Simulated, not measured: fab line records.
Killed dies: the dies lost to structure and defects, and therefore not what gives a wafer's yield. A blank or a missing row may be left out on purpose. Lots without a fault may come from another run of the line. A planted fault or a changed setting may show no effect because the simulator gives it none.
Lot-split experiment ; flow berkeleyCmos170 ; 5 lots, 23 wafers read, on a route of 331 steps

THE SPLIT
At UCB170_PLDD_COAT_01 (resist thk 900 nm), the setting resistThkNm was moved away from the recipe's 900 nm on 10 of the 23 wafers read, by -4.1% to +4.2%. This setting was run at the recipe's value on the other wafers.

The reading comes from the split's own step.

THE READING
KrF_of_PLDD_COAT_01.thkNm (the simulator's own value, which no gauge read), in nm, at UCB170_PLDD_COAT_01 (resist thk 900 nm). No usual value for it is given in the file. Across the 13 wafers here that went through the recipe, the average is 899.7 nm and the standard deviation 3.7 nm.

wafer;tool, chamber at the split;resistThkNm as run, nm;against the recipe;KrF_of_PLDD_COAT_01.thkNm, nm;against lot-mates on the recipe
L078.1;lithoTrack-01, 0;900;recipe;894.6;-
L078.2;lithoTrack-01, 0;900;recipe;894.9;-
L078.4;lithoTrack-01, 0;900;recipe;894.4;-
L078.5;lithoTrack-01, 0;937.4;+4.2%;932.7;+38.1
L078.6;lithoTrack-01, 0;937.4;+4.2%;934.6;+40.0
L077.1;lithoTrack-02, 0;900;recipe;904.8;-
L077.2;lithoTrack-02, 0;900;recipe;902.4;-
L077.3;lithoTrack-02, 0;879.4;-2.3%;883.2;-21.1
L077.4;lithoTrack-02, 0;879.4;-2.3%;883.2;-21.1
L077.5;lithoTrack-02, 0;900;recipe;905.6;-
L080.1;lithoTrack-04, 0;900;recipe;903;-
L080.3;lithoTrack-04, 0;900;recipe;900.9;-
L080.5;lithoTrack-04, 0;900;recipe;901.2;-
L084.1;lithoTrack-02, 0;881.7;-2.0%;882.6;-17.6
L084.3;lithoTrack-02, 0;900;recipe;898.9;-
L084.4;lithoTrack-02, 0;900;recipe;901.6;-
L084.5;lithoTrack-02, 0;881.7;-2.0%;884.7;-15.5
L084.6;lithoTrack-02, 0;881.7;-2.0%;885.2;-15.0
L085.1;lithoTrack-01, 0;862.7;-4.1%;859.2;-37.8
L085.2;lithoTrack-01, 0;862.7;-4.1%;859.2;-37.8
L085.3;lithoTrack-01, 0;900;recipe;895.9;-
L085.5;lithoTrack-01, 0;900;recipe;898;-
L085.6;lithoTrack-01, 0;862.7;-4.1%;858.7;-38.2

THE FIT
A straight line over all 23 wafers: KrF_of_PLDD_COAT_01.thkNm changes by +8.77 nm for each +1% of resistThkNm; r = +0.98; the points scatter about the line by 3.8 nm.
The same after taking each lot's own level away (the mean of its wafers on the recipe; 23 wafers): +9.14 nm for each +1%; r = +1.00; scatter 1.3 nm.
That fit puts the effect of the largest move of resistThkNm on the reading at 38 nm.
From 894.63 to 904.27 nm: that is the span of the lots' own levels, equal to 2.6 times the standard deviation above.
So the lot-to-lot level changes the slope little: the two slopes agree.
Check: with one of the wafers moved furthest among these (+4.2%) left out of the fit, the line predicts +38.5 nm for it against its lot-mates. It came out at +38.1 nm against them.

FURTHER SPLITS ON THESE WAFERS
Before the reading, these wafers also passed through other splits. Each is held against what the fit with the lots' levels taken away leaves over:
other split on the same wafers;wafers away from the commonest value;r with KrF_of_PLDD_COAT_01.thkNm (lot level and that fit taken away)
UCB170_START_OXIDATION_02 tempC;5;+0.17
UCB170_ZERO_STRIP_07 o2FlowSccm;7;-0.22
UCB170_NWELL_CVD_04 pressureMtorr;10;-0.07
UCB170_NWELL_ETCH_13 timeS;5;-0.27
UCB170_ACTIVE_STRIP_16 powerW;5;-0.05

THE WHOLE CHAIN: every reading that the file lists as answering this split, in the file's order
step;what it does;reading;change (the file's fit);r (the file's)
UCB170_PLDD_COAT_01;resist thk 900 nm;KrF_of_PLDD_COAT_01.thkNm (the simulator's own value, which no gauge read);+9.13 nm for each +1% of the setting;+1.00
UCB170_PLDD_STRIP_10;strips in O2;stripTimeToEndpointS;withheld for each +1% of the setting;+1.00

FILE'S OWN FIT
KrF_of_PLDD_COAT_01.thkNm changes by +9.13 nm for each +1% of resistThkNm, r = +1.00.
